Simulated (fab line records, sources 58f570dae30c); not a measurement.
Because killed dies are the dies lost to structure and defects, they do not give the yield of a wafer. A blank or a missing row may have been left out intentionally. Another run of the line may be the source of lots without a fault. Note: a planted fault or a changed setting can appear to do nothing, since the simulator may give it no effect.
fab line records    flow berkeley_cmos170
record: lots: 7  wafers: 21  last_day: 11
route steps=331 shown GATE@129
lots that met no fault: taken from a fault-free run of the same line
start_h: the number of hours between the record's first day and the start of the first shown wafer of the lot    wait_h: how many hours have passed since the lot's step before this one    " as in the row above    L1.1+2: a single row standing in for several wafers    - no value, or no start was given    * or withheld: withheld    < > ~ a bound
route shown NAME@n: names a module that has steps shown in the file, with the first one's number in the route    usual: mean and standard deviation over wafers with no fault    same: alike in all rows    chamber/n: place in a boat    sites: the reading at each site    _std_site: the values' standard deviation    _edge_site: mean of outer sites minus mean of inner sites    radius_mm: for every site, how far away it sits from the centre of the wafer    mask NAME#n: copy n    behind: the tool/chamber that last shaped the wafer    hold: why the lot went on hold/how many hours it stayed there/how the hold came to an end    device: names the non-switching transistor (n, p or np)    end of line: the same wafers' tests at the end of the route    step lacking rows: just its recipe    killed: not the wafer's yield, but the dies lost to structure and defects at the first sort    map: dies across one wafer; x = killed, . = not, _ = none there
set.NAME: the setting as run; set.NAME@STEP: as run at that earlier step    model.NAME: the simulator's own value behind a step, which no gauge read
certain route steps with their lots: each step a table, each wafer a row
services: when a tool's chamber went out of use (start_h, in hours from the record's first day, below 0 if earlier), for how many hours, and the reason
== steps ==
step: UCB170_GATE_ANNEAL_03
recipe: temp_c: 900  time_s: 1800  ambient: N2
step: UCB170_GATE_CVD_04
recipe: material: poly-Si  temp_c: 610  precursor: SiH4  time_s: 1440  pressure_mtorr: 375  target_thk_nm: 214  sih4_flow_sccm: 120
step: UCB170_GATE_THK_MEAS_05
recipe: reads: poly-Si_of_GATE_CVD_04
usual: GATE_POLY_THK: 214.8/2.4
lot.wafer  tool           chamber  start_h  wait_h  GATE_POLY_THK[nm]
L839.1     film_metro-01  -        116.56   0.1     209.5
L839.4     "              -        "        "       211.7
L839.5     "              -        "        "       209.4
L843.1     film_metro-02  -        148.33   0.0     216.7
L843.4     "              -        "        "       216.0
L843.6     "              -        "        "       217.3
L856.1     film_metro-02  -        196.85   0.0     211.0
L856.3     "              -        "        "       210.3
L856.5     "              -        "        "       211.4
L857.2     film_metro-02  -        213.29   0.0     215.7
L857.3     "              -        "        "       215.4
L857.5     "              -        "        "       215.2
L858.2     film_metro-01  -        219.20   0.0     216.4
L858.3     "              -        "        "       215.9
L858.5     "              -        "        "       216.8
L860.1     film_metro-02  -        224.43   0.0     217.2
L860.2     "              -        "        "       218.9
L860.3     "              -        "        "       216.4
L862.1     film_metro-01  -        237.55   0.0     217.9
L862.2     "              -        "        "       218.0
L862.6     "              -        "        "       220.1
step: UCB170_GATE_COAT_06
recipe: resist: BARC  temp_c: withheld  time_s: withheld  spin_rpm: 3000  resist_thk_nm: withheld
step: UCB170_GATE_COAT_07
recipe: resist: KrF  spin_rpm: 1500  resist_thk_nm: 900
step: UCB170_GATE_SOFTBAKE_08
recipe: resist: KrF  temp_c: 129.5  time_s: 60
step: UCB170_GATE_EXPOSE_09
recipe: mask_id: POLY  target_cd_nm: 350  na: 0.5  sigma_outer: 0.6  source_shape: conventional  dose_mj: 21
step: UCB170_GATE_PEB_10
recipe: peb_temp_c: 130  peb_time_s: withheld  resist: KrF
step: UCB170_GATE_DEVELOP_11
recipe: developer: TMAH  develop_time_s: 45  resist: KrF  dev_temp_c: 21
step: UCB170_GATE_CD_MEAS_12
recipe: target_cd_nm: 350
usual: cd_nm: 349.8/1.4
lot.wafer  tool       chamber  start_h  wait_h  cd_nm
L839.1     cd_sem-02  -        118.14   -       348.6
L839.4     "          -        "        "       347.9
L839.5     "          -        "        "       348.8
L843.1     cd_sem-02  -        150.22   -       350.8
L843.4     "          -        "        "       349.5
L843.6     "          -        "        "       349.7
L856.1     cd_sem-02  -        198.36   -       350.3
L856.3     "          -        "        "       349.6
L856.5     "          -        "        "       349.5
L857.2     cd_sem-01  -        214.32   -       351.2
L857.3     "          -        "        "       351.3
L857.5     "          -        "        "       350.4
L858.2     cd_sem-02  -        220.36   -       348.7
L858.3     "          -        "        "       347.3
L858.5     "          -        "        "       348.6
L860.1     cd_sem-02  -        226.39   -       352.5
L860.2     "          -        "        "       351.3
L860.3     "          -        "        "       352.5
L862.1     cd_sem-01  -        238.81   -       349.6
L862.2     "          -        "        "       349.2
L862.6     "          -        "        "       347.9
step: UCB170_GATE_OVL_MEAS_13
usual: GATE_OVL: 0/4.8
lot.wafer  tool        chamber  start_h  wait_h  GATE_OVL[nm]
L839.1     overlay-01  -        118.26   0.1     -1
L839.4     "           -        "        "       -3
L839.5     "           -        "        "       -4
L843.1     overlay-01  -        150.34   0.1     -9
L843.4     "           -        "        "       10
L843.6     "           -        "        "       0
L856.1     overlay-02  -        198.48   0.1     -2
L856.3     "           -        "        "       5
L856.5     "           -        "        "       0
L857.2     overlay-02  -        214.43   0.1     -3
L857.3     "           -        "        "       5
L857.5     "           -        "        "       0
L858.2     overlay-02  -        220.46   0.1     1
L858.3     "           -        "        "       7
L858.5     "           -        "        "       6
L860.1     overlay-02  -        226.51   0.1     -3
L860.2     "           -        "        "       -2
L860.3     "           -        "        "       -3
L862.1     overlay-02  -        238.93   0.1     -4
L862.2     "           -        "        "       -1
L862.6     "           -        "        "       4
step: UCB170_GATE_ETCH_14
recipe: chemistry: N2/H2  target_depth_a: withheld  overetch_a: withheld  target: BARC  time_s: withheld  source_w: 500  bias_w: 100  pressure_mtorr: 30  n2_flow_sccm: 100  h2_flow_sccm: 200
usual: bias_w: 100.00/0.29  chamber_pressure_mTorr: 29.998/0.028  drypump_motor_current_A: 5.6/0.39  oes_product_au: 1.009/0.024  throttle_valve_pct: 13.27/0.19
lot.wafer  tool         chamber  start_h  wait_h  bias_w  chamber_pressure_mTorr  drypump_motor_current_A  oes_product_au  throttle_valve_pct
L839.1     rie_diel-03  1        118.29   0.0     100.40  29.985                  5.7                      1.009           13.02
L839.4     "            3        "        "       100.18  30.030                  6.0                      0.981           13.25
L839.5     "            2        "        "       100.00  29.952                  5.0                      0.985           13.18
L843.1     rie_diel-03  1        150.37   0.0     100.00  29.967                  5.7                      1.021           13.02
L843.4     "            2        "        "       99.83   30.007                  5.0                      0.985           13.17
L843.6     "            3        "        "       99.90   29.982                  5.9                      0.983           13.22
L856.1     rie_diel-03  2        198.52   0.0     99.64   29.993                  5.0                      0.979           13.17
L856.3     "            1        "        "       99.34   30.007                  5.7                      1.025           13.01
L856.5     "            1        "        "       100.10  30.039                  5.7                      1.008           13.01
L857.2     rie_diel-03  0        214.46   0.0     100.05  29.988                  5.2                      1.000           13.31
L857.3     "            1        "        "       99.95   29.999                  5.7                      1.016           12.99
L857.5     "            2        "        "       99.78   30.005                  5.0                      0.988           13.16
L858.2     rie_diel-01  3        220.49   0.0     99.67   29.995                  5.9                      0.989           13.42
L858.3     "            2        "        "       99.61   29.956                  5.4                      1.023           13.25
L858.5     "            0        "        "       100.08  29.948                  5.7                      1.020           13.66
L860.1     rie_diel-03  1        226.54   0.0     99.95   30.000                  5.7                      1.007           13.01
L860.2     "            3        "        "       100.17  29.934                  6.0                      0.985           13.22
L860.3     "            2        "        "       100.53  30.056                  5.0                      0.986           13.17
L862.1     rie_diel-03  0        238.97   0.0     99.94   30.009                  5.1                      0.998           13.29
L862.2     "            3        "        "       100.11  29.953                  5.9                      0.986           13.22
L862.6     "            1        "        "       99.89   30.015                  5.7                      1.017           13.02
step: UCB170_GATE_ETCH_15
recipe: chemistry: HBr/Cl2  target: poly-Si  stop_on: SiO2  over_etch_frac: 0.3  icp_w: 300  bias_w: 150  time_s: 56.3  pressure_mtorr: 15  HBr_flow_sccm: 150  Cl2_flow_sccm: 50  target_depth_a: 2782
usual: HBr_flow_sccm: 150.0/0.44  bias_w: 149.9/0.42  drypump_motor_current_A: 5.8/0.46  oes_product_au: 0.845/0.013  throttle_valve_pct: 26.43/0.28
lot.wafer  tool       chamber  start_h  wait_h  HBr_flow_sccm  bias_w  drypump_motor_current_A  oes_product_au  rf_hours_counter_h  throttle_valve_pct  model.KrF_of_GATE_COAT_07.thk_nm
L839.1     rie_si-02  2        118.34   -       150.0          150.3   5.7                      0.838           0                   26.31               781.6
L839.4     "          1        "        "       149.6          150.2   6.5                      0.830           1                   26.34               776.7
L839.5     "          3        "        "       150.1          150.0   6.3                      0.833           -                   26.07               779
L843.1     rie_si-01  0        150.42   -       149.9          149.6   6.2                      0.870           2                   26.57               782.4
L843.4     "          1        "        "       149.6          150.1   5.5                      0.817           125                 26.81               776.4
L843.6     "          0        "        "       150.1          149.1   6.2                      0.863           -                   26.59               781.9
L856.1     rie_si-01  3        198.56   -       -              -       -                        -               -                   -                   886.5
L856.3     "          1        "        "       -              -       -                        -               -                   -                   886
L856.5     "          2        "        "       -              -       -                        -               -                   -                   888.5
L857.2     rie_si-02  3        214.50   -       -              -       -                        -               -                   -                   890.5
L857.3     "          1        "        "       -              -       -                        -               -                   -                   891.7
L857.5     "          2        "        "       -              -       -                        -               -                   -                   895.1
L858.2     rie_si-01  0        220.53   -       -              -       -                        -               -                   -                   888.7
L858.3     "          2        "        "       -              -       -                        -               -                   -                   885.5
L858.5     "          1        "        "       -              -       -                        -               -                   -                   887.7
L860.1     rie_si-02  2        226.58   -       149.8          150.5   5.7                      0.854           1                   26.32               773.3
L860.2     "          1        "        "       150.1          149.9   6.6                      0.835           1                   26.33               772.1
L860.3     "          0        "        "       149.8          150.3   5.7                      0.841           62                  26.61               772.6
L862.1     rie_si-02  0        239.01   -       149.7          150.3   5.7                      0.858           62                  26.62               770.8
L862.2     "          2        "        "       149.7          150.2   5.7                      0.867           1                   26.30               774.6
L862.6     "          3        "        "       150.6          149.6   6.3                      0.869           -                   26.06               772.3
step: UCB170_GATE_STRIP_16
recipe: chemistry: O2  power_w: 400  pressure_mtorr: 3500  platen_temp_c: withheld  o2_flow_sccm: 400  overash_fraction: 0.5
usual: drypump_motor_current_A: 5.60/0.27  oes_product_au: 0.724/0.0044
lot.wafer  tool             chamber  start_h  wait_h  drypump_motor_current_A  oes_product_au  rf_hours_counter_h
L839.1     plasma_asher-04  0        118.38   0.0     5.36                     0.723           0
L839.4     "                1        "        "       5.34                     0.730           -
L839.5     "                0        "        "       5.36                     0.729           -
L843.1     plasma_asher-01  0        150.46   0.0     5.59                     0.722           33
L843.4     "                1        "        "       6.04                     0.719           -
L843.6     "                0        "        "       5.53                     0.732           -
L856.1     plasma_asher-01  1        198.61   0.0     6.02                     0.730           39
L856.3     "                1        "        "       6.00                     0.723           -
L856.5     "                0        "        "       5.58                     0.723           -
L857.2     plasma_asher-04  0        214.55   0.0     5.33                     0.719           11
L857.3     "                1        "        "       5.34                     0.727           -
L857.5     "                1        "        "       5.34                     0.732           -
L858.2     plasma_asher-02  0        220.58   0.0     5.76                     0.722           54
L858.3     "                0        "        "       5.73                     0.719           -
L858.5     "                0        "        "       5.73                     0.729           -
L860.1     plasma_asher-04  1        226.63   0.0     5.34                     0.723           12
L860.2     "                0        "        "       5.38                     0.721           12
L860.3     "                1        "        "       5.34                     0.725           -
L862.1     plasma_asher-01  0        239.06   0.0     5.59                     0.722           43
L862.2     "                1        "        "       6.05                     0.721           43
L862.6     "                0        "        "       5.55                     0.723           -
step: UCB170_GATE_CD_MEAS_90
recipe: target_cd_nm: 350
usual: cd_nm: 350.0/1.6
lot.wafer  tool       chamber  start_h  wait_h  cd_nm
L839.1     cd_sem-01  -        118.48   0.1     348.6
L839.4     "          -        "        "       348.7
L839.5     "          -        "        "       349.6
L843.1     cd_sem-01  -        150.56   0.1     351.8
L843.4     "          -        "        "       350.9
L843.6     "          -        "        "       350.1
L856.1     cd_sem-02  -        198.71   0.1     -
L856.3     "          -        "        "       -
L856.5     "          -        "        "       -
L857.2     cd_sem-02  -        214.67   0.1     -
L857.3     "          -        "        "       -
L857.5     "          -        "        "       -
L858.2     cd_sem-02  -        220.77   0.1     -
L858.3     "          -        "        "       -
L858.5     "          -        "        "       -
L860.1     cd_sem-01  -        226.73   0.1     353.5
L860.2     "          -        "        "       352.1
L860.3     "          -        "        "       353.2
L862.1     cd_sem-01  -        239.21   0.1     349.1
L862.2     "          -        "        "       349.7
L862.6     "          -        "        "       348.6
step: UCB170_GATE_CLEAN_17
recipe: chemistry: SPM  temp_c: 120  time_s: 600
== services ==
tool             chamber  start_h  hours  kind
rie_si-01        -        95.48    0.3    repair
plasma_asher-02  -        100.94   1.5    repair
plasma_asher-04  -        108.75   9.0    pm
plasma_asher-04  0        108.75   9.0    vent_cycle
plasma_asher-04  1        108.75   9.0    vent_cycle
plasma_asher-01  -        114.63   2.3    repair
plasma_asher-04  0        117.75   -      clean
plasma_asher-04  1        117.75   -      clean
rie_si-02        3        126.09   14.3   repair
rie_diel-01      1        126.14   3.7    repair
rie_diel-03      2        130.52   6.6    repair
rie_diel-03      0        139.13   9.1    repair
plasma_asher-04  -        147.88   1.2    repair
rie_si-01        1        156.82   -      clean
rie_si-01        1        156.82   21.9   scheduled_down
rie_si-01        1        156.82   21.9   vent_cycle
rie_diel-01      2        177.55   3.7    repair
rie_si-01        3        179.58   -      clean
rie_si-01        3        179.58   15.6   scheduled_down
rie_diel-01      3        180.08   7.1    repair
rie_diel-03      -        203.80   4.0    pm
rie_diel-01      2        225.83   22.1   repair
plasma_asher-01  -        226.52   4.3    pm
rie_diel-01      0        231.72   3.4    repair
== key ==
first_sign: step: UCB170_GATE_ETCH_15  reading: tool_record  direction: missing
effect: step: UCB170_GATE_CD_MEAS_90  reading: cd_nm  direction: missing
model_effect: step: UCB170_GATE_ETCH_15  value: KrF_of_GATE_COAT_07.thk_nm  without: 779.2  struck: 888.9
met_at UCB170_GATE_ETCH_15
struck_wafers L856.1,L856.3,L856.5,L857.2,L857.3,L857.5,L858.2,L858.3,L858.5
later_rows_left_out L856.1,L856.3,L856.5,L857.2,L857.3,L857.5,L858.2,L858.3,L858.5
sort_left_out L856.1,L856.3,L856.5,L857.2,L857.3,L857.5,L858.2,L858.3,L858.5
tester_left_out L856,L857,L858
onset_between 150.42 198.56
fault: kind: skipped_step_whole  tool: rie_si-01,rie_si-02  chamber: -  onset_h: 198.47  steps: UCB170_GATE_ETCH_15  scope: struck_lots_only
tester_left_out: of these lots the tester's yield and bins aren't shown, on N5 and GAA mostly nor the transistor test; their killed dies are dies lost to structure and defects alone, not to doping, threshold or leakage, so they don't give the yield
sort_left_out: the simulated sort isn't trusted on such a fault, so these wafers' sort isn't shown, and their yield isn't known
later_rows_left_out: the simulator's readings of these wafers behind a module that went badly wrong aren't trusted and aren't shown, but for the sort
